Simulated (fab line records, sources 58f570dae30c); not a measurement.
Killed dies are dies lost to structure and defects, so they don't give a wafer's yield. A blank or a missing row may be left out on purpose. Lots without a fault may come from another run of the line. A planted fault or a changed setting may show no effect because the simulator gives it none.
Chamber matching | flow berkeley_cmos170 | UCB170_V2_CMP_02 on cmp-01: 4 sister chambers
The step polishes SiO2. 8 wafers are shown with their chamber, then 9 later ones without.

WAFERS WITH THEIR CHAMBER
wafer  | chamber | motor_current_A (A) | slurry_flow_ml_min
L237.2 | 3       | 17.8                | 150.3
L238.3 | 2       | 16.3                | 150.3
L238.4 | 0       | 14.0                | 149.7
L239.2 | 3       | 18.3                | 150.0
L239.6 | 1       | 17.1                | 150.4
L241.1 | 1       | 17.3                | 149.8
L241.2 | 0       | 14.4                | 150.3
L241.5 | 2       | 16.4                | 150.6

WAFERS WITHOUT THEIR CHAMBER
wafer  | motor_current_A (A) | slurry_flow_ml_min
L249.2 | 17.0                | 150.1
L249.4 | 17.3                | 150.5
L249.5 | 14.4                | 149.8
L250.1 | 16.7                | 150.1
L250.2 | 18.4                | 150.2
L250.5 | 18.6                | 149.6
L253.1 | 14.2                | 150.0
L253.5 | 14.8                | 149.3
L253.6 | 16.8                | 150.2

WHICH CHAMBER EACH WENT THROUGH
wafer  | from the rows above     | in truth
L249.2 | 1                       | 1
L249.4 | 1                       | 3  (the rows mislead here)
L249.5 | 0                       | 0
L250.1 | can't be placed: 2 or 1 | 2
L250.2 | 3                       | 3
L250.5 | 3                       | 3
L253.1 | 0                       | 0
L253.5 | 0                       | 0
L253.6 | can't be placed: 1 or 2 | 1
Placed correctly: 6 of 9. Can't be placed from these rows: 2 (the true chamber is among the candidates in 2). Placed wrongly: 1.
How it was worked out, from the rows above alone: a wafer's distance from a chamber is the root of the sum, over the readings, of the square of ((its reading less the chamber's mean) divided by the reading's scatter). The wafer belongs to the nearest chamber; if the next one is less than 2 further off, it can't be placed. A chamber's mean is the mean of its shown wafers. The scatter: the root of (the sum of the squares of (reading less its chamber's mean) over the shown wafers, divided by (wafers less chambers)).
